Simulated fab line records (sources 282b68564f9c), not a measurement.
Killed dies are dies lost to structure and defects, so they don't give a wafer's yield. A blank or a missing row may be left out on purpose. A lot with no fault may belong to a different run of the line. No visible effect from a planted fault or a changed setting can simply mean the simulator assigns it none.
fab line records / flow rit-cmos
[record] lots = 5 wafers = 15 last-day = 7
route steps=202 shown FOX1@22 FOX2@23 NWELL@28 PWELL@39
lots with no fault: from the same line, run without faults
start-h: hours from the record's first day to the start of the lot's first wafer shown / wait-h: hours since the lot's step before / " as in the row above / L1.1+2: a row that stands for several wafers / - value missing, or start not given / * or withheld: withheld / < > ~ a bound
route shown NAME@n: names a module that has steps shown in the file, with the first one's number in the route / usual: average and standard deviation across the fault-free wafers / same: alike in all rows / chamber/n: place in a boat / sites: readings site by site / _std_site: the values' standard deviation / _edge_site: outer sites' mean less inner sites' / radius-mm: how far each site lies from the wafer's centre / mask NAME#n: copy n / behind: the most recent tool/chamber to have shaped the wafer / hold: the reason the lot was held/the length of the hold in hours/how it ended / device: the transistor (n, p or np) that didn't switch / end of line: tests run on the same wafers once the route is complete / a step without rows: its recipe alone / killed: count of dies lost to structure and defects at first sort (not the wafer's yield) / map: a wafer's dies, marking killed ones x, the rest . and places with no die _
set.NAME: the setting the step ran with; set.NAME@STEP: the setting that earlier step ran with / model.NAME: the simulator's own value behind a step, which no gauge read
a table for each step, a row for each wafer; lots at some steps of the route
services: the hour from which a tool's chamber was out of use, counted from the record's first day as start-h (under 0 if before that day), plus the number of hours and why
[[steps]]
[step RIT_FOX1_WET_ETCH_02]
[recipe] chemistry = BOE target-depth-nm = 350 time-s = 390 temp-c = 21.5 dry = n2-spin dilution = 10:1 target = SiO2
lot.wafer=L077.2+3+5 tool=wet-bench-03 chamber=0 start-h=31.95 wait-h=0.0
lot.wafer=L081.1+3+4 tool=wet-bench-03 chamber=1 start-h=51.88 wait-h=0.1
lot.wafer=L082.2+5+6 tool=wet-bench-01 chamber=1 start-h=57.04 wait-h=0.0
lot.wafer=L086.1+5+6 tool=wet-bench-01 chamber=1 start-h=78.24 wait-h=0.1
lot.wafer=L097.3+5+6 tool=wet-bench-03 chamber=0 start-h=133.20 wait-h=0.0
[step RIT_FOX2_OXIDATION_00]
[recipe] temp-c = 1100 ambient = H2O target-thk-a = 3507 p-h2o-torr = 720 ox-time-s = 1167
lot.wafer=L077.2+3+5 tool=furnace-04 chamber=0 start-h=32.07 wait-h=0.0
lot.wafer=L081.1+3+4 tool=furnace-01 chamber=0 start-h=52.05 wait-h=0.1
lot.wafer=L082.2+5+6 tool=furnace-04 chamber=0 start-h=57.17 wait-h=0.0
lot.wafer=L086.1+5+6 tool=furnace-03 chamber=0 start-h=78.40 wait-h=0.0
lot.wafer=L097.3+5+6 tool=furnace-01 chamber=0 start-h=133.33 wait-h=0.0
[step RIT_FOX2_THK_MEAS_01]
[recipe] reads = SiO2_of_FOX2_OXIDATION_00
[usual] FOX2_OXIDE_THK = 361/5.5
lot.wafer=L077.2 tool=film-metro-04 chamber=- start-h=33.39 wait-h=0.0 FOX2_OXIDE_THK[nm]=363
lot.wafer=L077.3 tool=film-metro-04 chamber=- start-h=33.39 wait-h=0.0 FOX2_OXIDE_THK[nm]=361
lot.wafer=L077.5 tool=film-metro-04 chamber=- start-h=33.39 wait-h=0.0 FOX2_OXIDE_THK[nm]=367
lot.wafer=L081.1 tool=film-metro-04 chamber=- start-h=53.37 wait-h=0.0 FOX2_OXIDE_THK[nm]=364
lot.wafer=L081.3 tool=film-metro-04 chamber=- start-h=53.37 wait-h=0.0 FOX2_OXIDE_THK[nm]=357
lot.wafer=L081.4 tool=film-metro-04 chamber=- start-h=53.37 wait-h=0.0 FOX2_OXIDE_THK[nm]=364
lot.wafer=L082.2 tool=film-metro-02 chamber=- start-h=58.49 wait-h=0.0 FOX2_OXIDE_THK[nm]=364
lot.wafer=L082.5 tool=film-metro-02 chamber=- start-h=58.49 wait-h=0.0 FOX2_OXIDE_THK[nm]=360
lot.wafer=L082.6 tool=film-metro-02 chamber=- start-h=58.49 wait-h=0.0 FOX2_OXIDE_THK[nm]=362
lot.wafer=L086.1 tool=film-metro-04 chamber=- start-h=79.72 wait-h=0.0 FOX2_OXIDE_THK[nm]=363
lot.wafer=L086.5 tool=film-metro-04 chamber=- start-h=79.72 wait-h=0.0 FOX2_OXIDE_THK[nm]=367
lot.wafer=L086.6 tool=film-metro-04 chamber=- start-h=79.72 wait-h=0.0 FOX2_OXIDE_THK[nm]=370
lot.wafer=L097.3 tool=film-metro-01 chamber=- start-h=134.66 wait-h=0.0 FOX2_OXIDE_THK[nm]=353
lot.wafer=L097.5 tool=film-metro-01 chamber=- start-h=134.66 wait-h=0.0 FOX2_OXIDE_THK[nm]=357
lot.wafer=L097.6 tool=film-metro-01 chamber=- start-h=134.66 wait-h=0.0 FOX2_OXIDE_THK[nm]=353
[step RIT_FOX2_CLEAN_02]
[recipe] chemistry = dHF dilution = 50:1 time-s = 180
lot.wafer=L077.2+3+5 tool=wet-bench-03 chamber=0 start-h=33.44 wait-h=0.0
lot.wafer=L081.1+3+4 tool=wet-bench-03 chamber=0 start-h=53.43 wait-h=0.1
lot.wafer=L082.2+5+6 tool=wet-bench-03 chamber=1 start-h=58.54 wait-h=0.0
lot.wafer=L086.1+5+6 tool=wet-bench-02 chamber=0 start-h=79.78 wait-h=0.1
lot.wafer=L097.3+5+6 tool=wet-bench-02 chamber=0 start-h=134.70 wait-h=0.0
[step RIT_FOX2_WET_ETCH_03]
[recipe] chemistry = H3PO4 target = Si3N4 target-depth-nm = 195 temp-c = 165 time-s = 2700
lot.wafer=L077.2+3+5 tool=wet-bench-01 chamber=0 start-h=33.50 wait-h=0.0
lot.wafer=L081.1+3+4 tool=wet-bench-02 chamber=0 start-h=53.49 wait-h=0.0
lot.wafer=L082.2+5+6 tool=wet-bench-02 chamber=1 start-h=58.60 wait-h=0.0
lot.wafer=L086.1+5+6 tool=wet-bench-03 chamber=3 start-h=79.84 wait-h=0.0
lot.wafer=L097.3+5+6 tool=wet-bench-03 chamber=0 start-h=134.77 wait-h=0.0
[step RIT_FOX2_THK_MEAS_90]
[recipe] reads = SiO2_of_FOX2_OXIDATION_00
[usual] FIELD_OXIDE_LEFT_1_THK = 334/5.5
lot.wafer=L077.2 tool=film-metro-02 chamber=- start-h=34.27 wait-h=0.0 FIELD_OXIDE_LEFT_1_THK[nm]=336
lot.wafer=L077.3 tool=film-metro-02 chamber=- start-h=34.27 wait-h=0.0 FIELD_OXIDE_LEFT_1_THK[nm]=334
lot.wafer=L077.5 tool=film-metro-02 chamber=- start-h=34.27 wait-h=0.0 FIELD_OXIDE_LEFT_1_THK[nm]=339
lot.wafer=L081.1 tool=film-metro-02 chamber=- start-h=54.39 wait-h=0.0 FIELD_OXIDE_LEFT_1_THK[nm]=337
lot.wafer=L081.3 tool=film-metro-02 chamber=- start-h=54.39 wait-h=0.0 FIELD_OXIDE_LEFT_1_THK[nm]=330
lot.wafer=L081.4 tool=film-metro-02 chamber=- start-h=54.39 wait-h=0.0 FIELD_OXIDE_LEFT_1_THK[nm]=337
lot.wafer=L082.2 tool=film-metro-04 chamber=- start-h=59.44 wait-h=0.0 FIELD_OXIDE_LEFT_1_THK[nm]=337
lot.wafer=L082.5 tool=film-metro-04 chamber=- start-h=59.44 wait-h=0.0 FIELD_OXIDE_LEFT_1_THK[nm]=332
lot.wafer=L082.6 tool=film-metro-04 chamber=- start-h=59.44 wait-h=0.0 FIELD_OXIDE_LEFT_1_THK[nm]=335
lot.wafer=L086.1 tool=film-metro-02 chamber=- start-h=80.60 wait-h=0.0 FIELD_OXIDE_LEFT_1_THK[nm]=336
lot.wafer=L086.5 tool=film-metro-02 chamber=- start-h=80.60 wait-h=0.0 FIELD_OXIDE_LEFT_1_THK[nm]=340
lot.wafer=L086.6 tool=film-metro-02 chamber=- start-h=80.60 wait-h=0.0 FIELD_OXIDE_LEFT_1_THK[nm]=342
lot.wafer=L097.3 tool=film-metro-04 chamber=- start-h=135.62 wait-h=0.0 FIELD_OXIDE_LEFT_1_THK[nm]=326
lot.wafer=L097.5 tool=film-metro-04 chamber=- start-h=135.62 wait-h=0.0 FIELD_OXIDE_LEFT_1_THK[nm]=329
lot.wafer=L097.6 tool=film-metro-04 chamber=- start-h=135.62 wait-h=0.0 FIELD_OXIDE_LEFT_1_THK[nm]=326
[step RIT_NWELL_HMDS_00]
[recipe] prime-time-s = 60 prime-temp-c = 140
lot.wafer=L077.2+3+5 tool=litho-track-01 chamber=0 start-h=34.34 wait-h=0.1
lot.wafer=L081.1+3+4 tool=litho-track-02 chamber=0 start-h=54.51 wait-h=0.1
lot.wafer=L082.2+5+6 tool=litho-track-02 chamber=0 start-h=59.51 wait-h=0.1
lot.wafer=L086.1+5+6 tool=litho-track-01 chamber=0 start-h=80.66 wait-h=0.1
lot.wafer=L097.3+5+6 tool=litho-track-01 chamber=0 start-h=135.71 wait-h=0.1
[step RIT_NWELL_COAT_01]
[recipe] resist = NOVOLAK spin-rpm = 2000 resist-thk-nm = 1300
lot.wafer=L077.2+3+5 tool=litho-track-01 chamber=0 start-h=34.49 wait-h=0.1
lot.wafer=L081.1+3+4 tool=litho-track-02 chamber=0 start-h=54.66 wait-h=0.1
lot.wafer=L082.2+5+6 tool=litho-track-02 chamber=0 start-h=59.66 wait-h=0.1
lot.wafer=L086.1+5+6 tool=litho-track-01 chamber=0 start-h=80.81 wait-h=0.1
lot.wafer=L097.3+5+6 tool=litho-track-01 chamber=0 start-h=135.86 wait-h=0.1
[step RIT_NWELL_SOFTBAKE_02]
[recipe] resist = NOVOLAK temp-c = 90 time-s = 60
lot.wafer=L077.2+3+5 tool=litho-track-01 chamber=0 start-h=34.64 wait-h=0.1
lot.wafer=L081.1+3+4 tool=litho-track-02 chamber=0 start-h=54.81 wait-h=0.1
lot.wafer=L082.2+5+6 tool=litho-track-02 chamber=0 start-h=59.81 wait-h=0.1
lot.wafer=L086.1+5+6 tool=litho-track-01 chamber=0 start-h=80.96 wait-h=0.1
lot.wafer=L097.3+5+6 tool=litho-track-01 chamber=0 start-h=136.01 wait-h=0.1
[step RIT_NWELL_EXPOSE_03]
[recipe] mask-id = M2 na = 0.57 target-cd-nm = 43900 dose-mj = 250
lot.wafer=L077.2+3+5 tool=iline-stepper-01 chamber=0 start-h=34.79 wait-h=0.1 mask=M2#0
lot.wafer=L081.1+3+4 tool=iline-stepper-01 chamber=0 start-h=55.08 wait-h=0.2 mask=M2#0
lot.wafer=L082.2+5+6 tool=iline-stepper-02 chamber=0 start-h=60.08 wait-h=0.2 mask=M2#0
lot.wafer=L086.1+5+6 tool=iline-stepper-02 chamber=0 start-h=81.22 wait-h=0.2 mask=M2#0
lot.wafer=L097.3+5+6 tool=iline-stepper-01 chamber=0 start-h=136.15 wait-h=0.1 mask=M2#0
[step RIT_NWELL_PEB_04]
[recipe] resist = NOVOLAK temp-c = withheld time-s = withheld
lot.wafer=L077.2+3+5 tool=litho-track-01 chamber=0 start-h=34.91 wait-h=0.1
lot.wafer=L081.1+3+4 tool=litho-track-02 chamber=0 start-h=55.20 wait-h=0.1
lot.wafer=L082.2+5+6 tool=litho-track-02 chamber=0 start-h=60.20 wait-h=0.1
lot.wafer=L086.1+5+6 tool=litho-track-01 chamber=0 start-h=81.36 wait-h=0.1
lot.wafer=L097.3+5+6 tool=litho-track-04 chamber=0 start-h=136.28 wait-h=0.1
[step RIT_NWELL_DEVELOP_05]
[recipe] resist = NOVOLAK develop-time-s = 68 dev-temp-c = 23
[same] develop-time-s = 68
lot.wafer=L077.2+3+5 tool=litho-track-01 chamber=0 start-h=- wait-h=-
lot.wafer=L081.1+3+4 tool=litho-track-02 chamber=0 start-h=- wait-h=-
lot.wafer=L082.2+5+6 tool=litho-track-02 chamber=0 start-h=- wait-h=-
lot.wafer=L086.1+5+6 tool=litho-track-01 chamber=0 start-h=- wait-h=-
lot.wafer=L097.3+5+6 tool=litho-track-04 chamber=0 start-h=- wait-h=-
[step RIT_NWELL_OVL_MEAS_06]
[usual] NWELL_OVL = 0.4/1.2
lot.wafer=L077.2 tool=overlay-02 chamber=- start-h=35.20 wait-h=- NWELL_OVL[nm]=-0.7
lot.wafer=L077.3 tool=overlay-02 chamber=- start-h=35.20 wait-h=- NWELL_OVL[nm]=-0.7
lot.wafer=L077.5 tool=overlay-02 chamber=- start-h=35.20 wait-h=- NWELL_OVL[nm]=-1.4
lot.wafer=L081.1 tool=overlay-01 chamber=- start-h=55.51 wait-h=- NWELL_OVL[nm]=-0.1
lot.wafer=L081.3 tool=overlay-01 chamber=- start-h=55.51 wait-h=- NWELL_OVL[nm]=-0.3
lot.wafer=L081.4 tool=overlay-01 chamber=- start-h=55.51 wait-h=- NWELL_OVL[nm]=0.1
lot.wafer=L082.2 tool=overlay-01 chamber=- start-h=60.50 wait-h=- NWELL_OVL[nm]=-0.8
lot.wafer=L082.5 tool=overlay-01 chamber=- start-h=60.50 wait-h=- NWELL_OVL[nm]=0.8
lot.wafer=L082.6 tool=overlay-01 chamber=- start-h=60.50 wait-h=- NWELL_OVL[nm]=2.8
lot.wafer=L086.1 tool=overlay-02 chamber=- start-h=81.68 wait-h=- NWELL_OVL[nm]=-0.8
lot.wafer=L086.5 tool=overlay-02 chamber=- start-h=81.68 wait-h=- NWELL_OVL[nm]=2.1
lot.wafer=L086.6 tool=overlay-02 chamber=- start-h=81.68 wait-h=- NWELL_OVL[nm]=0.4
lot.wafer=L097.3 tool=overlay-01 chamber=- start-h=136.55 wait-h=- NWELL_OVL[nm]=1.6
lot.wafer=L097.5 tool=overlay-01 chamber=- start-h=136.55 wait-h=- NWELL_OVL[nm]=1.8
lot.wafer=L097.6 tool=overlay-01 chamber=- start-h=136.55 wait-h=- NWELL_OVL[nm]=2.4
[step RIT_NWELL_HARDBAKE_07]
[recipe] resist = NOVOLAK temp-c = 140 time-s = 120
lot.wafer=L077.2+3+5 tool=litho-track-01 chamber=0 start-h=35.27 wait-h=0.1
lot.wafer=L081.1+3+4 tool=litho-track-01 chamber=0 start-h=55.55 wait-h=0.0
lot.wafer=L082.2+5+6 tool=litho-track-02 chamber=0 start-h=60.57 wait-h=0.1
lot.wafer=L086.1+5+6 tool=litho-track-02 chamber=0 start-h=81.71 wait-h=0.0
lot.wafer=L097.3+5+6 tool=litho-track-02 chamber=0 start-h=136.66 wait-h=0.1
[step RIT_NWELL_IMPLANT_08]
[recipe] species = P energy-kev = 170 dose-cm2 = 4.877e+13 tilt-deg = 7
lot.wafer=L077.2+3+5 tool=implanter-03 chamber=0 start-h=35.51 wait-h=0.2
lot.wafer=L081.1+3+4 tool=implanter-03 chamber=0 start-h=55.80 wait-h=0.2
lot.wafer=L082.2+5+6 tool=implanter-03 chamber=0 start-h=60.80 wait-h=0.2
lot.wafer=L086.1+5+6 tool=implanter-02 chamber=0 start-h=81.96 wait-h=0.2
lot.wafer=L097.3+5+6 tool=implanter-03 chamber=0 start-h=136.88 wait-h=0.2
[step RIT_NWELL_STRIP_09]
[recipe] chemistry = O2 time-s = 180 resist = NOVOLAK platen-temp-c = withheld power-w = 500 pressure-mtorr = 4000 o2-flow-sccm = 4000
[usual] drypump-motor-current-A = 5.8/0.39
lot.wafer=L077.2 tool=plasma-asher-03 chamber=1 start-h=35.63 wait-h=0.1 drypump-motor-current-A=5.8 rf-hours-counter-h=26
lot.wafer=L077.3 tool=plasma-asher-03 chamber=0 start-h=35.63 wait-h=0.1 drypump-motor-current-A=6.1 rf-hours-counter-h=-
lot.wafer=L077.5 tool=plasma-asher-03 chamber=1 start-h=35.63 wait-h=0.1 drypump-motor-current-A=5.7 rf-hours-counter-h=-
lot.wafer=L081.1 tool=plasma-asher-03 chamber=1 start-h=55.95 wait-h=0.1 drypump-motor-current-A=5.7 rf-hours-counter-h=29
lot.wafer=L081.3 tool=plasma-asher-03 chamber=1 start-h=55.95 wait-h=0.1 drypump-motor-current-A=5.7 rf-hours-counter-h=-
lot.wafer=L081.4 tool=plasma-asher-03 chamber=0 start-h=55.95 wait-h=0.1 drypump-motor-current-A=6.1 rf-hours-counter-h=-
lot.wafer=L082.2 tool=plasma-asher-04 chamber=0 start-h=60.93 wait-h=0.1 drypump-motor-current-A=6.3 rf-hours-counter-h=42
lot.wafer=L082.5 tool=plasma-asher-04 chamber=0 start-h=60.93 wait-h=0.1 drypump-motor-current-A=6.3 rf-hours-counter-h=-
lot.wafer=L082.6 tool=plasma-asher-04 chamber=1 start-h=60.93 wait-h=0.1 drypump-motor-current-A=5.2 rf-hours-counter-h=-
lot.wafer=L086.1 tool=plasma-asher-04 chamber=0 start-h=82.11 wait-h=0.1 drypump-motor-current-A=6.3 rf-hours-counter-h=44
lot.wafer=L086.5 tool=plasma-asher-04 chamber=1 start-h=82.11 wait-h=0.1 drypump-motor-current-A=5.3 rf-hours-counter-h=-
lot.wafer=L086.6 tool=plasma-asher-04 chamber=0 start-h=82.11 wait-h=0.1 drypump-motor-current-A=6.3 rf-hours-counter-h=-
lot.wafer=L097.3 tool=plasma-asher-01 chamber=1 start-h=137.03 wait-h=0.1 drypump-motor-current-A=5.2 rf-hours-counter-h=-
lot.wafer=L097.5 tool=plasma-asher-01 chamber=0 start-h=137.03 wait-h=0.1 drypump-motor-current-A=6.2 rf-hours-counter-h=-
lot.wafer=L097.6 tool=plasma-asher-01 chamber=1 start-h=137.03 wait-h=0.1 drypump-motor-current-A=5.2 rf-hours-counter-h=-
[step RIT_NWELL_TW_MEAS_10]
[usual] NWELL_TW = 2143/12
lot.wafer=L077.2 tool=film-metro-04 chamber=- start-h=35.82 wait-h=0.1 NWELL_TW=2145
lot.wafer=L077.3 tool=film-metro-04 chamber=- start-h=35.82 wait-h=0.1 NWELL_TW=2157
lot.wafer=L077.5 tool=film-metro-04 chamber=- start-h=35.82 wait-h=0.1 NWELL_TW=2154
lot.wafer=L081.1 tool=film-metro-04 chamber=- start-h=56.12 wait-h=0.1 NWELL_TW=2161
lot.wafer=L081.3 tool=film-metro-04 chamber=- start-h=56.12 wait-h=0.1 NWELL_TW=2158
lot.wafer=L081.4 tool=film-metro-04 chamber=- start-h=56.12 wait-h=0.1 NWELL_TW=2159
lot.wafer=L082.2 tool=film-metro-04 chamber=- start-h=61.11 wait-h=0.1 NWELL_TW=2155
lot.wafer=L082.5 tool=film-metro-04 chamber=- start-h=61.11 wait-h=0.1 NWELL_TW=2154
lot.wafer=L082.6 tool=film-metro-04 chamber=- start-h=61.11 wait-h=0.1 NWELL_TW=2141
lot.wafer=L086.1 tool=film-metro-01 chamber=- start-h=82.29 wait-h=0.1 NWELL_TW=2144
lot.wafer=L086.5 tool=film-metro-01 chamber=- start-h=82.29 wait-h=0.1 NWELL_TW=2143
lot.wafer=L086.6 tool=film-metro-01 chamber=- start-h=82.29 wait-h=0.1 NWELL_TW=2141
lot.wafer=L097.3 tool=film-metro-04 chamber=- start-h=137.17 wait-h=0.1 NWELL_TW=2149
lot.wafer=L097.5 tool=film-metro-04 chamber=- start-h=137.17 wait-h=0.1 NWELL_TW=2146
lot.wafer=L097.6 tool=film-metro-04 chamber=- start-h=137.17 wait-h=0.1 NWELL_TW=2148
[step RIT_PWELL_HMDS_00]
[recipe] prime-time-s = 60 prime-temp-c = 140
lot.wafer=L077.2+3+5 tool=litho-track-01 chamber=0 start-h=35.89 wait-h=0.1
lot.wafer=L081.1+3+4 tool=litho-track-04 chamber=0 start-h=56.27 wait-h=0.1
lot.wafer=L082.2+5+6 tool=litho-track-03 chamber=0 start-h=61.19 wait-h=0.1
lot.wafer=L086.1+5+6 tool=litho-track-03 chamber=0 start-h=82.35 wait-h=0.1
lot.wafer=L097.3+5+6 tool=litho-track-03 chamber=0 start-h=137.26 wait-h=0.1
[step RIT_PWELL_COAT_01]
[recipe] resist = NOVOLAK spin-rpm = 2000 resist-thk-nm = 1300
lot.wafer=L077.2+3+5 tool=litho-track-01 chamber=0 start-h=36.04 wait-h=0.1
lot.wafer=L081.1+3+4 tool=litho-track-04 chamber=0 start-h=56.42 wait-h=0.1
lot.wafer=L082.2+5+6 tool=litho-track-03 chamber=0 start-h=61.34 wait-h=0.1
lot.wafer=L086.1+5+6 tool=litho-track-03 chamber=0 start-h=82.50 wait-h=0.1
lot.wafer=L097.3+5+6 tool=litho-track-03 chamber=0 start-h=137.41 wait-h=0.1
[step RIT_PWELL_SOFTBAKE_02]
[recipe] resist = NOVOLAK temp-c = 90 time-s = 60
lot.wafer=L077.2+3+5 tool=litho-track-01 chamber=0 start-h=36.19 wait-h=0.1
lot.wafer=L081.1+3+4 tool=litho-track-04 chamber=0 start-h=56.57 wait-h=0.1
lot.wafer=L082.2+5+6 tool=litho-track-03 chamber=0 start-h=61.49 wait-h=0.1
lot.wafer=L086.1+5+6 tool=litho-track-03 chamber=0 start-h=82.65 wait-h=0.1
lot.wafer=L097.3+5+6 tool=litho-track-03 chamber=0 start-h=137.56 wait-h=0.1
[step RIT_PWELL_EXPOSE_03]
[recipe] mask-id = M3 na = 0.57 target-cd-nm = 43700 dose-mj = 250
lot.wafer=L077.2+3+5 tool=iline-stepper-02 chamber=0 start-h=36.34 wait-h=0.1 mask=M3#0
lot.wafer=L081.1+3+4 tool=iline-stepper-02 chamber=0 start-h=56.85 wait-h=0.2 mask=M3#0
lot.wafer=L082.2+5+6 tool=iline-stepper-01 chamber=0 start-h=61.76 wait-h=0.2 mask=M3#0
lot.wafer=L086.1+5+6 tool=iline-stepper-01 chamber=0 start-h=82.80 wait-h=0.1 mask=M3#0
lot.wafer=L097.3+5+6 tool=iline-stepper-01 chamber=0 start-h=137.83 wait-h=0.2 mask=M3#0
[step RIT_PWELL_PEB_04]
[recipe] resist = NOVOLAK temp-c = withheld time-s = withheld
lot.wafer=L077.2+3+5 tool=litho-track-01 chamber=0 start-h=36.46 wait-h=0.1
lot.wafer=L081.1+3+4 tool=litho-track-04 chamber=0 start-h=56.98 wait-h=0.1
lot.wafer=L082.2+5+6 tool=litho-track-03 chamber=0 start-h=61.88 wait-h=0.1
lot.wafer=L086.1+5+6 tool=litho-track-03 chamber=0 start-h=82.91 wait-h=0.1
lot.wafer=L097.3+5+6 tool=litho-track-01 chamber=0 start-h=137.95 wait-h=0.1
[step RIT_PWELL_DEVELOP_05]
[recipe] resist = NOVOLAK develop-time-s = 68 dev-temp-c = 23
[same] develop-time-s = 68
lot.wafer=L077.2+3+5 tool=litho-track-01 chamber=0 start-h=- wait-h=-
lot.wafer=L081.1+3+4 tool=litho-track-04 chamber=0 start-h=- wait-h=-
lot.wafer=L082.2+5+6 tool=litho-track-03 chamber=0 start-h=- wait-h=-
lot.wafer=L086.1+5+6 tool=litho-track-03 chamber=0 start-h=- wait-h=-
lot.wafer=L097.3+5+6 tool=litho-track-01 chamber=0 start-h=- wait-h=-
[[services]]
tool=furnace-01 chamber=- start-h=9.15 hours=3.5 kind=pm
tool=iline-stepper-02 chamber=- start-h=12.96 hours=1.7 kind=pm
tool=iline-stepper-01 chamber=- start-h=14.63 hours=1.7 kind=pm
tool=iline-stepper-01 chamber=0 start-h=37.47 hours=- kind=calibration
tool=plasma-asher-04 chamber=- start-h=40.20 hours=13.1 kind=repair
tool=implanter-02 chamber=- start-h=56.59 hours=8.4 kind=repair
tool=implanter-03 chamber=- start-h=63.28 hours=2.1 kind=repair
tool=plasma-asher-03 chamber=- start-h=71.77 hours=2.8 kind=pm
tool=implanter-02 chamber=- start-h=76.25 hours=2.2 kind=repair
tool=plasma-asher-04 chamber=- start-h=83.19 hours=3.2 kind=repair
tool=iline-stepper-02 chamber=0 start-h=94.44 hours=- kind=calibration
tool=furnace-04 chamber=- start-h=97.50 hours=3.9 kind=pm
tool=implanter-02 chamber=- start-h=100.83 hours=1.0 kind=repair
tool=plasma-asher-01 chamber=- start-h=108.75 hours=9.0 kind=pm
tool=plasma-asher-01 chamber=0 start-h=108.75 hours=9.0 kind=vent-cycle
tool=plasma-asher-01 chamber=1 start-h=108.75 hours=9.0 kind=vent-cycle
tool=plasma-asher-01 chamber=0 start-h=117.75 hours=- kind=clean
tool=plasma-asher-01 chamber=1 start-h=117.75 hours=- kind=clean
tool=furnace-04 chamber=- start-h=132.91 hours=13.1 kind=pm
[[key]]
fault none
